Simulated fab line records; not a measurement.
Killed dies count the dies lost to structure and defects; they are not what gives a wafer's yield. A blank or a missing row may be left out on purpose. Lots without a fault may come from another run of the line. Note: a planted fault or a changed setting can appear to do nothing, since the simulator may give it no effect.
fab line records	flow berkeley_cmos170
record: lots: 5	wafers: 23
route steps=331 shown BACKSIDE@202 SDANNEAL@205 PSD@206 NSD@207 CONTACT@228 M1@244 M2@272
start_h: hours from the record's first day to the start of the lot's first wafer shown	wait_h: hours elapsed since this lot's preceding step	" same as the row above	L1.1+2: several wafers, shown together as one row	- no value, or no start was given	* or withheld: withheld	< > ~ a bound
route shown NAME@n: names a module that has steps shown in the file, with the first one's number in the route	usual: mean and standard deviation over wafers with no fault	same: alike in all rows	chamber/n: place in a boat	sites: the reading at each site	_std_site: how widely they spread, as a standard deviation	_edge_site: mean of outer sites minus mean of inner sites	radius_mm: how far each site lies from the wafer's centre	mask NAME#n: copy n	behind: tool/chamber where the wafer was last shaped	hold: reason for holding the lot/hours on hold/outcome of the hold	device: transistor that didn't switch, given as n, p or np	end of line: tests run on the same wafers once the route is complete	for a step that has no rows: nothing shown but its recipe	killed: dies that structure and defects cost at the first sort, which is not the same as the wafer's yield	map: a wafer's dies, marking killed ones x, the rest . and places with no die _
set.NAME: the setting as run; set.NAME@STEP: as run at that earlier step	model.NAME: the simulator's own value behind a step, which no gauge read
lots with deliberately changed settings; one table per step, one row per wafer
== steps ==
step: UCB170_BACKSIDE_STRIP_03
recipe: chemistry: O2	power_w: 400	pressure_mtorr: 3500	platen_temp_c: withheld	o2_flow_sccm: 400	overash_fraction: 0.5
usual: oes_product_au: 0.734/0.0039	strip_time_to_endpoint_s: 21.96/0.044
lot.wafer	tool	chamber	start_h	wait_h	set.power_w	oes_product_au	strip_time_to_endpoint_s
L075.1	plasma_asher-01	0	170.34	0.1	400	0.730	22.04
L075.2	"	1	"	"	400	0.730	21.97
L075.3	"	0	"	"	400	0.732	21.95
L075.4	"	1	"	"	382.1	0.720	22.70
L075.5	"	0	"	"	382.1	0.717	22.74
L077.2	plasma_asher-04	0	170.45	0.1	400	0.729	21.93
L077.3	"	1	"	"	400	0.733	21.86
L077.4	"	0	"	"	400	0.737	21.87
L078.1	plasma_asher-04	0	196.51	0.1	400	0.742	22.01
L078.2	"	1	"	"	400	0.731	22.02
L078.3	"	1	"	"	422.2	0.759	21.13
L078.5	"	0	"	"	422.2	0.755	21.08
L078.6	"	1	"	"	422.2	0.760	21.17
L080.1	plasma_asher-04	0	196.94	0.1	400	0.739	21.95
L080.2	"	1	"	"	400	0.735	21.94
L080.3	"	0	"	"	400	0.734	21.95
L080.5	"	1	"	"	400	0.735	21.94
L080.6	"	0	"	"	400	0.738	21.91
L084.1	plasma_asher-01	1	208.06	0.1	400	0.729	22.04
L084.2	"	0	"	"	444.9	0.779	20.27
L084.3	"	0	"	"	444.9	0.775	20.28
L084.4	"	1	"	"	400	0.733	22.05
L084.6	"	1	"	"	400	0.735	21.96
step: UCB170_SDANNEAL_RTA_01
recipe: temp_c: 1050	time_s: 5	ambient: N2
lot.wafer	tool	chamber	start_h	wait_h	set.time_s
L075.1+3+5	rtp_anneal-01	0	172.50	0.1	5
L075.2+4	"	0	"	"	5.339
L077.2+3+4	rtp_anneal-02	0	172.51	0.1	5
L078.1+2+3	rtp_anneal-01	0	196.86	0.1	5
L078.5+6	"	0	"	"	4.792
L080.1+5	rtp_anneal-02	0	197.28	0.1	5
L080.2+3+6	"	0	"	"	5.52
L084.1+2+3+4+6	rtp_anneal-02	0	208.55	0.1	5
step: UCB170_SDANNEAL_RS_MEAS_02
recipe: thk_meas_gauge: four-point-probe
usual: PSD_RS: 75.58/0.25
lot.wafer	tool	chamber	start_h	wait_h	set.time_s@SDANNEAL_RTA_01	PSD_RS[ohm/sq]
L075.1	film_metro-01	-	172.56	0.0	5	75.46
L075.2	"	-	"	"	5.339	74.04
L075.3	"	-	"	"	5	75.40
L075.4	"	-	"	"	5.339	74.24
L075.5	"	-	"	"	5	75.12
L077.2	film_metro-02	-	172.93	0.4	5	75.29
L077.3	"	-	"	"	5	75.49
L077.4	"	-	"	"	5	75.83
L078.1	film_metro-03	-	196.91	0.0	5	75.31
L078.2	"	-	"	"	5	75.74
L078.3	"	-	"	"	5	75.46
L078.5	"	-	"	"	4.792	75.93
L078.6	"	-	"	"	4.792	75.92
L080.1	film_metro-03	-	197.39	0.1	5	75.62
L080.2	"	-	"	"	5.52	73.74
L080.3	"	-	"	"	5.52	74.22
L080.5	"	-	"	"	5	75.46
L080.6	"	-	"	"	5.52	74.06
L084.1	film_metro-03	-	208.60	0.0	5	75.40
L084.2	"	-	"	"	5	75.54
L084.3	"	-	"	"	5	75.66
L084.4	"	-	"	"	5	75.48
L084.6	"	-	"	"	5	75.33
step: UCB170_SDANNEAL_RS_MEAS_03
recipe: thk_meas_gauge: four-point-probe
usual: NSD_RS: 37.26/0.095
lot.wafer	tool	chamber	start_h	wait_h	set.time_s@SDANNEAL_RTA_01	NSD_RS[ohm/sq]
L075.1	film_metro-01	-	172.68	0.1	5	37.14
L075.2	"	-	"	"	5.339	36.99
L075.3	"	-	"	"	5	37.24
L075.4	"	-	"	"	5.339	37.07
L075.5	"	-	"	"	5	37.35
L077.2	film_metro-02	-	173.05	0.1	5	37.36
L077.3	"	-	"	"	5	37.27
L077.4	"	-	"	"	5	37.34
L078.1	film_metro-03	-	197.03	0.1	5	37.25
L078.2	"	-	"	"	5	37.26
L078.3	"	-	"	"	5	37.26
L078.5	"	-	"	"	4.792	37.36
L078.6	"	-	"	"	4.792	37.30
L080.1	film_metro-03	-	197.51	0.1	5	37.25
L080.2	"	-	"	"	5.52	36.90
L080.3	"	-	"	"	5.52	36.81
L080.5	"	-	"	"	5	37.26
L080.6	"	-	"	"	5.52	36.82
L084.1	film_metro-03	-	208.72	0.1	5	37.32
L084.2	"	-	"	"	5	37.29
L084.3	"	-	"	"	5	37.36
L084.4	"	-	"	"	5	37.40
L084.6	"	-	"	"	5	37.36
step: UCB170_CONTACT_EXPOSE_12
recipe: mask_id: CONT	target_cd_nm: 700	na: 0.5	sigma_outer: 0.6	source_shape: conventional	dose_mj: 35
lot.wafer	tool	chamber	start_h	wait_h	mask	set.dose_mj
L075.1+2+3+4+5	krf_scanner-02	0	178.45	-	CONT#0	35
L077.2+3+4	krf_scanner-02	0	178.80	-	CONT#0	35
L078.1+3+5	krf_scanner-02	0	201.05	-	CONT#0	33.43
L078.2+6	"	0	"	"	CONT#0	35
L080.1+6	krf_scanner-01	0	202.64	-	CONT#0	35
L080.2+3+5	"	0	"	"	CONT#0	36.14
L084.1+2	krf_scanner-01	0	216.35	-	CONT#0	35
L084.3+4+6	"	0	"	"	CONT#0	36.71
step: UCB170_CONTACT_PEB_13
recipe: peb_temp_c: 130	peb_time_s: withheld	resist: KrF
step: UCB170_CONTACT_DEVELOP_14
recipe: developer: TMAH	develop_time_s: 45	resist: KrF	dev_temp_c: 21
step: UCB170_CONTACT_CD_MEAS_15
recipe: target_cd_nm: 700
usual: cd_nm: 700.3/1.6
lot.wafer	tool	chamber	start_h	wait_h	set.dose_mj@CONTACT_EXPOSE_12	cd_nm
L075.1	cd_sem-02	-	178.86	-	35	699.9
L075.2	"	-	"	"	35	699.9
L075.3	"	-	"	"	35	699.4
L075.4	"	-	"	"	35	699.9
L075.5	"	-	"	"	35	698.7
L077.2	cd_sem-02	-	179.25	-	35	697.8
L077.3	"	-	"	"	35	697.1
L077.4	"	-	"	"	35	697.4
L078.1	cd_sem-01	-	201.44	-	33.43	695.1
L078.2	"	-	"	"	35	702.7
L078.3	"	-	"	"	33.43	694.0
L078.5	"	-	"	"	33.43	694.3
L078.6	"	-	"	"	35	701.6
L080.1	cd_sem-01	-	203.04	-	35	698.4
L080.2	"	-	"	"	36.14	704.2
L080.3	"	-	"	"	36.14	705.8
L080.5	"	-	"	"	36.14	704.2
L080.6	"	-	"	"	35	700.8
L084.1	cd_sem-02	-	217.25	-	35	701.4
L084.2	"	-	"	"	35	700.1
L084.3	"	-	"	"	36.71	708.2
L084.4	"	-	"	"	36.71	709.2
L084.6	"	-	"	"	36.71	708.9
step: UCB170_CONTACT_ETCH_17
recipe: chemistry: N2/H2	target_depth_a: withheld	overetch_a: withheld	target: BARC	time_s: withheld	source_w: 500	bias_w: 100	pressure_mtorr: 30	n2_flow_sccm: 100	h2_flow_sccm: 200
lot.wafer	tool	chamber	start_h	wait_h	set.dose_mj@CONTACT_EXPOSE_12	model.CONTACT.cd_nm
L075.1+4	rie_diel-02	1,3	179.01	0.0	35	699.5
L075.2	"	0	"	"	35	699.4
L075.3	"	2	"	"	35	699.2
L075.5	"	1	"	"	35	698.4
L077.2	rie_diel-02	1	179.38	0.0	35	697.1
L077.3	"	2	"	"	35	696.4
L077.4	"	0	"	"	35	696.8
L078.1	rie_diel-02	3	201.59	0.0	33.43	694.8
L078.2	"	0	"	"	35	701.6
L078.3+5	"	1,2	"	"	33.43	693.5
L078.6	"	1	"	"	35	701.9
L080.1	rie_diel-04	0	203.19	0.0	35	697.7
L080.2	"	1	"	"	36.14	704
L080.3	"	3	"	"	36.14	705.7
L080.5	"	2	"	"	36.14	705.5
L080.6	"	1	"	"	35	700.5
L084.1	rie_diel-04	3	217.41	0.0	35	701.8
L084.2	"	1	"	"	35	700.6
L084.3	"	0	"	"	36.71	706.8
L084.4	"	2	"	"	36.71	711.2
L084.6	"	2	"	"	36.71	710.3
step: UCB170_CONTACT_ETCH_18
recipe: chemistry: CHF3/CF4/Ar	target: PSG	stop_on: TiSi2	CHF3_flow_sccm: 45	cf4_flow_sccm: 15	Ar_flow_sccm: 150	pressure_mtorr: 200	rf_w: 700	target_depth_a: 8400	over_etch_frac: 0.2	time_s: 195
lot.wafer	tool	chamber	start_h	wait_h	set.dose_mj@CONTACT_EXPOSE_12	model.CONTACT.cd_nm
L075.1	rie_diel-02	1	-	-	35	699.9
L075.2+3+4	"	0,2,3	"	"	35	699.1
L075.5	"	1	"	"	35	698.5
L077.2	rie_diel-02	1	-	-	35	697
L077.3	"	2	"	"	35	696.3
L077.4	"	0	"	"	35	696.4
L078.1	rie_diel-02	3	-	-	33.43	694.9
L078.2	"	0	"	"	35	701.3
L078.3	"	1	"	"	33.43	693.8
L078.5	"	2	"	"	33.43	693.4
L078.6	"	1	"	"	35	702
L080.1	rie_diel-04	0	-	-	35	697.8
L080.2	"	1	"	"	36.14	704
L080.3+5	"	3,2	"	"	36.14	706.3
L080.6	"	1	"	"	35	700.5
L084.1	rie_diel-04	3	-	-	35	702.2
L084.2	"	1	"	"	35	700.9
L084.3	"	0	"	"	36.71	706.8
L084.4	"	2	"	"	36.71	712
L084.6	"	2	"	"	36.71	711.1
step: UCB170_CONTACT_STRIP_19
recipe: chemistry: O2	power_w: 400	pressure_mtorr: 3500	platen_temp_c: withheld	o2_flow_sccm: 400	overash_fraction: 0.5
step: UCB170_CONTACT_CD_MEAS_90
recipe: target_cd_nm: 700
usual: cd_nm: 700.2/2
lot.wafer	tool	chamber	start_h	wait_h	set.dose_mj@CONTACT_EXPOSE_12	cd_nm
L075.1	cd_sem-01	-	179.29	0.1	35	700.2
L075.2	"	-	"	"	35	699.5
L075.3	"	-	"	"	35	699.0
L075.4	"	-	"	"	35	698.9
L075.5	"	-	"	"	35	698.4
L077.2	cd_sem-01	-	179.67	0.1	35	697.3
L077.3	"	-	"	"	35	696.6
L077.4	"	-	"	"	35	696.5
L078.1	cd_sem-01	-	201.86	0.1	33.43	694.8
L078.2	"	-	"	"	35	701.1
L078.3	"	-	"	"	33.43	693.9
L078.5	"	-	"	"	33.43	694.0
L078.6	"	-	"	"	35	702.2
L080.1	cd_sem-02	-	203.46	0.1	35	697.7
L080.2	"	-	"	"	36.14	704.0
L080.3	"	-	"	"	36.14	706.3
L080.5	"	-	"	"	36.14	706.3
L080.6	"	-	"	"	35	700.7
L084.1	cd_sem-02	-	217.68	0.1	35	702.0
L084.2	"	-	"	"	35	701.0
L084.3	"	-	"	"	36.71	706.8
L084.4	"	-	"	"	36.71	711.8
L084.6	"	-	"	"	36.71	711.3
step: UCB170_M1_EXPOSE_06
recipe: mask_id: METAL1	target_cd_nm: 700	na: 0.5	sigma_outer: 0.6	source_shape: conventional	dose_mj: 21
lot.wafer	tool	chamber	start_h	wait_h	mask	set.dose_mj
L075.1+2+3+4+5	krf_scanner-02	0	180.40	-	METAL1#0	21
L077.2+3+4	krf_scanner-02	0	180.90	-	METAL1#0	21
L078.1+5	krf_scanner-02	0	202.93	-	METAL1#0	21
L078.2+3+6	"	0	"	"	METAL1#0	20.23
L080.1+2+5	krf_scanner-02	0	204.44	-	METAL1#0	21.42
L080.3+6	"	0	"	"	METAL1#0	21
L084.1+2+3+4+6	krf_scanner-01	0	220.28	-	METAL1#0	21
step: UCB170_M1_PEB_07
recipe: peb_temp_c: 130	peb_time_s: withheld	resist: KrF
step: UCB170_M1_DEVELOP_08
recipe: developer: TMAH	develop_time_s: 45	resist: KrF	dev_temp_c: 21
step: UCB170_M1_CD_MEAS_09
recipe: target_cd_nm: 700
usual: cd_nm: 699.8/1.4
lot.wafer	tool	chamber	start_h	wait_h	set.dose_mj@M1_EXPOSE_06	cd_nm
L075.1	cd_sem-02	-	180.79	-	21	698.0
L075.2	"	-	"	"	21	697.5
L075.3	"	-	"	"	21	698.0
L075.4	"	-	"	"	21	699.0
L075.5	"	-	"	"	21	699.6
L077.2	cd_sem-02	-	181.92	-	21	698.5
L077.3	"	-	"	"	21	697.7
L077.4	"	-	"	"	21	698.2
L078.1	cd_sem-02	-	203.32	-	21	703.2
L078.2	"	-	"	"	20.23	708.7
L078.3	"	-	"	"	20.23	708.2
L078.5	"	-	"	"	21	700.7
L078.6	"	-	"	"	20.23	708.1
L080.1	cd_sem-01	-	205.05	-	21.42	696.6
L080.2	"	-	"	"	21.42	696.6
L080.3	"	-	"	"	21	699.1
L080.5	"	-	"	"	21.42	696.0
L080.6	"	-	"	"	21	700.9
L084.1	cd_sem-02	-	221.08	-	21	698.3
L084.2	"	-	"	"	21	699.4
L084.3	"	-	"	"	21	699.9
L084.4	"	-	"	"	21	698.6
L084.6	"	-	"	"	21	699.6
step: UCB170_M1_ETCH_11
recipe: chemistry: N2/H2	target_depth_a: withheld	overetch_a: withheld	target: BARC	time_s: withheld	source_w: 500	bias_w: 100	pressure_mtorr: 30	n2_flow_sccm: 100	h2_flow_sccm: 200
lot.wafer	tool	chamber	start_h	wait_h	set.dose_mj@M1_EXPOSE_06	model.M1.cd_nm
L075.1	rie_diel-01	3	180.95	0.0	21	696.8
L075.2	"	1	"	"	21	696.7
L075.3	"	2	"	"	21	697
L075.4	"	3	"	"	21	698.2
L075.5	"	2	"	"	21	698.6
L077.2	rie_diel-01	3	182.05	0.0	21	698
L077.3	"	2	"	"	21	697.1
L077.4	"	1	"	"	21	698.2
L078.1	rie_diel-03	1	203.47	0.0	21	703.7
L078.2	"	0	"	"	20.23	709.4
L078.3	"	3	"	"	20.23	707.9
L078.5	"	0	"	"	21	701.2
L078.6	"	3	"	"	20.23	708.2
L080.1	rie_diel-04	0	205.21	0.0	21.42	696.5
L080.2	"	2	"	"	21.42	695.9
L080.3	"	3	"	"	21	699
L080.5	"	3	"	"	21.42	696.1
L080.6	"	2	"	"	21	700.6
L084.1	rie_diel-01	1	221.23	0.0	21	698.2
L084.2	"	0	"	"	21	699.5
L084.3	"	3	"	"	21	699.9
L084.4	"	2	"	"	21	698
L084.6	"	0	"	"	21	699.7
step: UCB170_M2_SPUTTER_01
recipe: material: Al	target_thk_nm: 900	time_s: 120	power_w: 6000	chamber_pressure_pa: 0.5
lot.wafer	tool	chamber	start_h	wait_h	set.time_s	model.Al_of_M2_SPUTTER_01.thk_nm
L075.1	pvd_sputter-03	-	189.10	0.0	105.5	797.9
L075.2	"	-	"	"	105.5	792.7
L075.3	"	-	"	"	120	903.3
L075.4	"	-	"	"	120	894.6
L075.5	"	-	"	"	120	899.6
L077.2	pvd_sputter-02	-	189.22	0.0	120	883.8
L077.3	"	-	"	"	120	888.5
L077.4	"	-	"	"	120	880.8
L078.1	pvd_sputter-03	-	208.96	0.0	120	888.3
L078.2	"	-	"	"	120	884
L078.3	"	-	"	"	138	1025
L078.5	"	-	"	"	138	1040
L078.6	"	-	"	"	138	1024
L080.1	pvd_sputter-03	-	212.19	0.0	120	900.5
L080.2	"	-	"	"	120	882.2
L080.3	"	-	"	"	120	871.8
L080.5	"	-	"	"	106.4	792
L080.6	"	-	"	"	106.4	782.7
L084.1	pvd_sputter-02	-	227.49	0.0	120	902.9
L084.2	"	-	"	"	120	896.4
L084.3	"	-	"	"	120	892.2
L084.4	"	-	"	"	120	900.6
L084.6	"	-	"	"	120	899.7
step: UCB170_M2_RS_MEAS_02
recipe: thk_meas_gauge: four-point-probe	reads: Al_of_M2_SPUTTER_01
usual: M2_AL_RS: 0.0322/0.0004
lot.wafer	tool	chamber	start_h	wait_h	set.time_s@M2_SPUTTER_01	M2_AL_RS[ohm/sq]
L075.1	film_metro-04	-	189.18	0.0	105.5	0.0362
L075.2	"	-	"	"	105.5	0.0365
L075.3	"	-	"	"	120	0.0320
L075.4	"	-	"	"	120	0.0324
L075.5	"	-	"	"	120	0.0322
L077.2	film_metro-01	-	189.32	0.1	120	0.0328
L077.3	"	-	"	"	120	0.0326
L077.4	"	-	"	"	120	0.0328
L078.1	film_metro-01	-	209.04	0.0	120	0.0327
L078.2	"	-	"	"	120	0.0328
L078.3	"	-	"	"	138	0.0282
L078.5	"	-	"	"	138	0.0278
L078.6	"	-	"	"	138	0.0283
L080.1	film_metro-01	-	212.28	0.0	120	0.0321
L080.2	"	-	"	"	120	0.0329
L080.3	"	-	"	"	120	0.0332
L080.5	"	-	"	"	106.4	0.0366
L080.6	"	-	"	"	106.4	0.0371
L084.1	film_metro-04	-	227.57	0.0	120	0.0320
L084.2	"	-	"	"	120	0.0323
L084.3	"	-	"	"	120	0.0325
L084.4	"	-	"	"	120	0.0321
L084.6	"	-	"	"	120	0.0321
step: UCB170_M2_THK_MEAS_03
recipe: thk_meas_gauge: xrf	reads: Al_of_M2_SPUTTER_01
usual: M2_AL_THK: 900/12
lot.wafer	tool	chamber	start_h	wait_h	set.time_s@M2_SPUTTER_01	M2_AL_THK[nm]
L075.1	film_metro-04	-	189.30	0.1	105.5	795
L075.2	"	-	"	"	105.5	792
L075.3	"	-	"	"	120	897
L075.4	"	-	"	"	120	891
L075.5	"	-	"	"	120	899
L077.2	film_metro-01	-	189.43	0.1	120	887
L077.3	"	-	"	"	120	888
L077.4	"	-	"	"	120	879
L078.1	film_metro-01	-	209.16	0.1	120	884
L078.2	"	-	"	"	120	881
L078.3	"	-	"	"	138	1020
L078.5	"	-	"	"	138	1026
L078.6	"	-	"	"	138	1024
L080.1	film_metro-01	-	212.40	0.1	120	899
L080.2	"	-	"	"	120	878
L080.3	"	-	"	"	120	866
L080.5	"	-	"	"	106.4	790
L080.6	"	-	"	"	106.4	781
L084.1	film_metro-04	-	227.69	0.1	120	897
L084.2	"	-	"	"	120	901
L084.3	"	-	"	"	120	887
L084.4	"	-	"	"	120	900
L084.6	"	-	"	"	120	900
step: UCB170_M2_COAT_05
recipe: resist: KrF	spin_rpm: 1500	resist_thk_nm: 900
lot.wafer	tool	chamber	start_h	wait_h	set.resist_thk_nm	model.KrF_of_M2_COAT_05.thk_nm
L075.1	litho_track-04	0	189.51	0.1	900	897.6
L075.2	"	0	"	"	900	894.8
L075.3	"	0	"	"	900	892.5
L075.4	"	0	"	"	900	900.9
L075.5	"	0	"	"	900	898
L077.2	litho_track-03	0	190.04	0.1	900	903.5
L077.3	"	0	"	"	900	901.1
L077.4	"	0	"	"	900	902.7
L078.1	litho_track-01	0	209.37	0.1	900	905.2
L078.2	"	0	"	"	886.2	889
L078.3	"	0	"	"	886.2	890.1
L078.5	"	0	"	"	900	901.7
L078.6	"	0	"	"	900	900
L080.1	litho_track-04	0	212.70	0.1	900	892.9
L080.2	"	0	"	"	857	856
L080.3	"	0	"	"	857	853.9
L080.5	"	0	"	"	900	898.6
L080.6	"	0	"	"	857	852.4
L084.1	litho_track-04	0	228.11	0.1	900	899.2
L084.2	"	0	"	"	900	901.5
L084.3	"	0	"	"	900	899.4
L084.4	"	0	"	"	900	899.6
L084.6	"	0	"	"	900	901.6
step: UCB170_M2_SOFTBAKE_06
recipe: resist: KrF	temp_c: 130	time_s: 60
step: UCB170_M2_STRIP_07
recipe: chemistry: O2	power_w: 400	pressure_mtorr: 3500	platen_temp_c: withheld	o2_flow_sccm: 400	overash_fraction: 0.5
usual: strip_time_to_endpoint_s: 21.94/0.066
lot.wafer	tool	chamber	start_h	wait_h	set.resist_thk_nm@M2_COAT_05	strip_time_to_endpoint_s
L075.1	plasma_asher-01	0	189.81	0.1	900	21.91
L075.2	"	1	"	"	900	21.85
L075.3	"	1	"	"	900	21.79
L075.4	"	0	"	"	900	22.01
L075.5	"	0	"	"	900	21.91
L077.2	plasma_asher-04	0	190.31	0.1	900	22.05
L077.3	"	0	"	"	900	21.99
L077.4	"	1	"	"	900	22.03
L078.1	plasma_asher-01	0	209.67	0.1	900	22.08
L078.2	"	1	"	"	886.2	21.72
L078.3	"	1	"	"	886.2	21.74
L078.5	"	0	"	"	900	22.00
L078.6	"	1	"	"	900	21.97
L080.1	plasma_asher-03	0	213.00	0.1	900	21.80
L080.2	"	1	"	"	857	20.90
L080.3	"	1	"	"	857	20.87
L080.5	"	1	"	"	900	21.93
L080.6	"	0	"	"	857	20.82
L084.1	plasma_asher-04	1	228.41	0.1	900	21.93
L084.2	"	0	"	"	900	22.00
L084.3	"	0	"	"	900	21.94
L084.4	"	1	"	"	900	21.95
L084.6	"	1	"	"	900	21.99
step: UCB170_M2_METAL_ETCH_18
recipe: chemistry: Cl2/BCl3	target: Al	stop_on: SiO2	pressure_mtorr: 12	target_depth_a: 11700	over_etch_frac: 0.3	time_s: 195	icp_w: 600	bias_w: 120	Cl2_flow_sccm: 90	bcl3_flow_sccm: 45
usual: oes_product_au: 0.853/0.013
lot.wafer	tool	chamber	start_h	wait_h	set.over_etch_frac	set.time_s@M2_SPUTTER_01	oes_product_au
L075.1	rie_metal-01	1	192.78	-	0.3	105.5	0.797
L075.2	"	0	"	"	0.3	105.5	0.801
L075.3	"	0	"	"	0.3	120	0.858
L075.4	"	1	"	"	0.3	120	0.850
L075.5	"	1	"	"	0.3	120	0.853
L077.2	rie_metal-03	0	193.06	-	0.3	120	0.834
L077.3	"	0	"	"	0.3	120	0.838
L077.4	"	1	"	"	0.3	120	0.840
L078.1	rie_metal-01	0	211.31	-	0.2579	120	0.874
L078.2	"	1	"	"	0.3	120	0.835
L078.3	"	0	"	"	0.2579	138	0.945
L078.5	"	0	"	"	0.2579	138	0.949
L078.6	"	1	"	"	0.3	138	0.917
L080.1	rie_metal-03	0	215.42	-	0.3407	120	0.844
L080.2	"	1	"	"	0.3	120	0.837
L080.3	"	0	"	"	0.3	120	0.821
L080.5	"	0	"	"	0.3407	106.4	0.776
L080.6	"	1	"	"	0.3407	106.4	0.770
L084.1	rie_metal-01	0	230.05	-	0.3	120	0.857
L084.2	"	1	"	"	0.3	120	0.851
L084.3	"	1	"	"	0.2132	120	0.873
L084.4	"	0	"	"	0.2132	120	0.888
L084.6	"	1	"	"	0.3	120	0.856
== key ==
split: step: UCB170_BACKSIDE_STRIP_03	setting: power_w	stated: 400	by: wafer
response: step: UCB170_BACKSIDE_STRIP_03	reading: oes_product_au	change: +0.00385	per: 1%	r: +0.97
response: step: UCB170_BACKSIDE_STRIP_03	reading: strip_time_to_endpoint_s	change: *	per: 1%	r: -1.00
split: step: UCB170_SDANNEAL_RTA_01	setting: time_s	stated: 5	by: wafer
response: step: UCB170_SDANNEAL_RS_MEAS_02	reading: PSD_RS	change: -0.15	per: 1%	r: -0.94
response: step: UCB170_SDANNEAL_RS_MEAS_03	reading: NSD_RS	change: -0.0352	per: 1%	r: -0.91
split: step: UCB170_CONTACT_EXPOSE_12	setting: dose_mj	stated: 35	by: wafer
response: step: UCB170_CONTACT_CD_MEAS_15	reading: cd_nm	change: +1.65	per: 1%	r: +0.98
response: step: UCB170_CONTACT_ETCH_17	reading: model.CONTACT.cd_nm	change: +1.73	per: 1%	r: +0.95
response: step: UCB170_CONTACT_ETCH_18	reading: model.CONTACT.cd_nm	change: +1.76	per: 1%	r: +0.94
response: step: UCB170_CONTACT_CD_MEAS_90	reading: cd_nm	change: +1.75	per: 1%	r: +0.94
split: step: UCB170_M1_EXPOSE_06	setting: dose_mj	stated: 21	by: wafer
response: step: UCB170_M1_CD_MEAS_09	reading: cd_nm	change: -1.76	per: 1%	r: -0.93
response: step: UCB170_M1_ETCH_11	reading: model.M1.cd_nm	change: -1.68	per: 1%	r: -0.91
split: step: UCB170_M2_SPUTTER_01	setting: time_s	stated: 120	by: wafer
response: step: UCB170_M2_SPUTTER_01	reading: model.Al_of_M2_SPUTTER_01.thk_nm	change: +9.04	per: 1%	r: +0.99
response: step: UCB170_M2_RS_MEAS_02	reading: M2_AL_RS	change: -0.000333	per: 1%	r: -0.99
response: step: UCB170_M2_THK_MEAS_03	reading: M2_AL_THK	change: +8.86	per: 1%	r: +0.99
response: step: UCB170_M2_METAL_ETCH_18	reading: oes_product_au	change: +0.00519	per: 1%	r: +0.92
split: step: UCB170_M2_COAT_05	setting: resist_thk_nm	stated: 900	by: wafer
response: step: UCB170_M2_COAT_05	reading: model.KrF_of_M2_COAT_05.thk_nm	change: +8.68	per: 1%	r: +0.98
response: step: UCB170_M2_STRIP_07	reading: strip_time_to_endpoint_s	change: *	per: 1%	r: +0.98
split: step: UCB170_M2_METAL_ETCH_18	setting: over_etch_frac	stated: 0.3	by: wafer
response none clear
